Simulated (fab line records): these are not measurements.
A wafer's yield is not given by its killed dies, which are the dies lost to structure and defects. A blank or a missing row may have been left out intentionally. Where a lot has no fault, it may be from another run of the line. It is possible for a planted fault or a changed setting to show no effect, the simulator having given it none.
Which of the tools did it?	flow rit-cmos	13 lots, 39 wafers sampled, at 6 steps of a route of 202

WHAT EACH GAUGE READ, for each wafer
RIT_ACTIVE_THK_MEAS_04.
lot	measured	on	ACTIVE_NITRIDE_THK (nm)
L379	day 1 13:32	film-metro-01	150.1 150.3 150.1
L380	day 1 18:32	film-metro-04	149.7 151.0 151.0
L381	day 1 23:33	film-metro-04	148.7 151.1 150.8
L382	day 2 04:32	film-metro-02	149.0 149.4 148.9
L383	day 2 11:34	film-metro-01	151.6 150.4 152.3
L384	day 2 16:08	film-metro-04	149.8 149.3 150.2
L385	day 2 19:33	film-metro-04	149.7 148.4 149.0
L386	day 3 00:37	film-metro-01	150.3 148.8 150.3
L387	day 3 05:32	film-metro-02	151.4 151.0 149.2
L391	day 4 01:32	film-metro-01	151.2 150.8 149.4
L392	day 4 06:32	film-metro-01	149.9 149.7 150.2
L395	day 4 23:09	film-metro-01	130.2 130.9 130.9
L396	day 5 03:42	film-metro-04	128.1 127.2 128.2

RIT_ACTIVE_CD_MEAS_11 targets a cd of 1400 nm.
lot	measured	on	cd-nm (nm)
L379	day 1 14:26	cd-sem-02	1400.2 1399.4 1396.9
L380	day 1 19:26	cd-sem-02	1401.6 1400.9 1402.0
L381	day 2 00:29	cd-sem-01	1398.7 1399.2 1399.9
L382	day 2 05:34	cd-sem-02	1399.1 1397.4 1399.8
L383	day 2 12:29	cd-sem-01	1401.5 1402.0 1400.6
L384	day 2 17:03	cd-sem-01	1403.0 1400.9 1400.0
L385	day 2 20:29	cd-sem-01	1398.8 1398.5 1395.1
L386	day 3 01:31	cd-sem-01	1398.5 1397.7 1397.6
L387	day 3 06:26	cd-sem-02	1400.0 1403.7 1402.1
L391	day 4 02:35	cd-sem-01	1404.0 1404.0 1403.9
L392	day 4 07:43	cd-sem-01	1396.5 1396.5 1394.9
L395	day 5 00:04	cd-sem-02	1418.3 1419.6 1418.8
L396	day 5 04:37	cd-sem-02	1417.9 1418.5 1416.8

RIT_PRETRO_OVL_MEAS_06.
lot	measured	on	PRETRO_OVL (nm)
L379	day 2 07:51	overlay-01	-1.2 -0.4 -1.2
L380	day 2 11:19	overlay-02	0.5 -0.9 -1.0
L381	day 2 17:11	overlay-02	1.8 0.4 -1.0
L382	day 2 22:34	overlay-01	-2.7 -2.8 -0.6
L383	day 3 04:46	overlay-02	1.5 -0.9 1.1
L384	day 3 09:40	overlay-01	-1.5 -3.3 -3.4
L385	day 3 12:15	overlay-02	-2.0 0.6 -0.8
L386	day 3 18:40	overlay-01	-0.1 -1.8 0.6
L387	day 4 04:53	overlay-02	1.7 0.8 0.6
L391	day 4 19:47	overlay-01	-3.3 -0.9 -3.4
L392	day 4 23:44	overlay-02	-0.3 -0.6 -1.0
L395	day 5 16:14	overlay-01	-3.9 -1.4 -5.8
L396	day 5 21:19	overlay-02	0.4 -0.3 -0.5

TOOL THAT RAN EACH LOT (tool first, then ch and the chambers of the sampled wafers, then the start)
lot	RIT_ACTIVE_CVD_03	RIT_ACTIVE_ETCH_13	RIT_ACTIVE_STRIP_14
L379	lpcvd-01 ch 1, day 1 12:07	rie-diel-01 ch 0,1,2, day 1 14:43	plasma-asher-02 ch 0,1, day 1 14:50
L380	lpcvd-02 ch 1, day 1 17:07	rie-diel-03 ch 0,1,2, day 1 19:43	plasma-asher-01 ch 0,1, day 1 19:50
L381	lpcvd-01 ch 1, day 1 22:07	rie-diel-03 ch 1,2,3, day 2 00:43	plasma-asher-03 ch 0,1, day 2 00:54
L382	lpcvd-01 ch 0, day 2 03:07	rie-diel-01 ch 0,1,2, day 2 05:50	plasma-asher-02 ch 0,1, day 2 05:58
L383	lpcvd-01 ch 0, day 2 09:27	rie-diel-02 ch 0,1, day 2 12:45	plasma-asher-01 ch 0,1, day 2 12:53
L384	lpcvd-01 ch 1, day 2 14:00	rie-diel-03 ch 1,3, day 2 17:18	plasma-asher-02 ch 0,1, day 2 17:26
L385	lpcvd-02 ch 1, day 2 18:07	rie-diel-01 ch 0,2,3, day 2 20:43	plasma-asher-02 ch 0,1, day 2 20:54
L386	lpcvd-01 ch 0, day 2 23:11	rie-diel-01 ch 0,2,3, day 3 01:47	plasma-asher-01 ch 0,1, day 3 01:55
L387	lpcvd-02 ch 0, day 3 04:07	rie-diel-03 ch 0,2,3, day 3 06:43	plasma-asher-02 ch 0, day 3 06:50
L391	lpcvd-01 ch 1, day 4 00:07	rie-diel-02 ch 2,3, day 4 02:50	plasma-asher-02 ch 0,1, day 4 02:58
L392	lpcvd-01 ch 1, day 4 05:07	rie-diel-02 ch 1,2, day 4 07:59	plasma-asher-03 ch 0,1, day 4 08:11
L395	lpcvd-01 ch 0, day 4 21:44	rie-diel-01 ch 1,2, day 5 00:20	plasma-asher-02 ch 0,1, day 5 00:28
L396	lpcvd-01 ch 1, day 5 01:34	rie-diel-01 ch 0,2,3, day 5 04:53	plasma-asher-01 ch 0,1, day 5 05:01
- RIT_ACTIVE_CVD_03: deposits Si3N4 from SiH2Cl2/NH3, target thk 150 nm, time 1500 s.
- RIT_ACTIVE_ETCH_13: etches Si3N4 in SF6, stops on SiO2, time 210 s, target depth 210 nm.
- RIT_ACTIVE_STRIP_14: strips in O2, time 180 s.

AS READ BY THE TOOLS THEMSELVES (means over the sampled wafers that have a number; for cases with no such wafer, the mark the record gives instead)
RIT_ACTIVE_ETCH_13.
lot	tool	chamber-pressure-mTorr (mTorr)	drypump-motor-current-A (A)	oes-product-au (a.u.)	rf-fwd-power-W (W)	throttle-valve-pct (%)
L379	rie-diel-01	260.00	5.79	0.822	124.6	7.31
L380	rie-diel-03	260.11	5.86	0.827	124.6	7.53
L381	rie-diel-03	259.93	5.83	0.822	124.5	7.47
L382	rie-diel-01	260.07	5.78	0.813	124.6	7.31
L383	rie-diel-02	259.93	5.60	0.817	124.8	7.56
L384	rie-diel-03	260.11	5.86	0.814	124.8	7.38
L385	rie-diel-01	259.98	5.79	0.819	124.1	7.35
L386	rie-diel-01	260.03	5.78	0.822	124.6	7.36
L387	rie-diel-03	259.91	5.64	0.816	124.7	7.51
L391	rie-diel-02	260.04	5.97	0.825	124.8	7.46
L392	rie-diel-02	259.98	5.84	0.809	124.4	7.52
L395	rie-diel-01	260.21	6.04	0.763	124.5	7.35
L396	rie-diel-01	259.96	5.79	0.759	124.5	7.36

RIT_ACTIVE_STRIP_14.
lot	tool	chamber-pressure-mTorr (mTorr)	drypump-motor-current-A (A)
L379	plasma-asher-02	4135	6.3
L380	plasma-asher-01	4137	5.0
L381	plasma-asher-03	4140	5.4
L382	plasma-asher-02	4137	6.3
L383	plasma-asher-01	4138	5.0
L384	plasma-asher-02	4138	6.3
L385	plasma-asher-02	4134	6.3
L386	plasma-asher-01	4138	5.2
L387	plasma-asher-02	4136	6.0
L391	plasma-asher-02	4135	6.2
L392	plasma-asher-03	4138	5.2
L395	plasma-asher-02	4139	6.3
L396	plasma-asher-01	4139	5.0

THE ANSWER, worked out from the rows above alone
Rule: what is usual is taken from the lots themselves. Put in order of their means at a reading, lots are off if they are a third of the lots or fewer, leave a main group of 4 or more, and stand apart from it by a gap of 3 or more times the standard deviation of the main group's means; of several such gaps the widest counts. A main group is skipped when, at the precision printed for the reading in the tables above, its means are all equal. A lot without any number at a reading at which 4 lots or more have one is off too. All remaining lots with rows at the step are treated as sound. After the gauges, taken in route order, come the tools' own readings; for these a lot's mean is taken, as printed above. At the first step where some lot is off, the reading lying furthest off is the one used; lots without a number count as furthest.
Off: at RIT_ACTIVE_THK_MEAS_04 (ACTIVE_NITRIDE_THK), L395, L396. Main group: mean 150.1 nm, sd 0.65.
A tool fits if, at a process step before that reading, it ran every lot that is off, and no sound lot after the first of them. Not tried: the gauges at RIT_ACTIVE_THK_MEAS_04; whatever is off there is also off at RIT_ACTIVE_CD_MEAS_11, on other tools, and gauge error can't account for it. One candidate fits, namely lpcvd-01 at RIT_ACTIVE_CVD_03. Its last sound lot is L392 (day 4 05:07), its first lot that is off L395 (day 4 21:44): a fault that began between those two fits.

WHAT THE SIMULATOR HAD INSERTED
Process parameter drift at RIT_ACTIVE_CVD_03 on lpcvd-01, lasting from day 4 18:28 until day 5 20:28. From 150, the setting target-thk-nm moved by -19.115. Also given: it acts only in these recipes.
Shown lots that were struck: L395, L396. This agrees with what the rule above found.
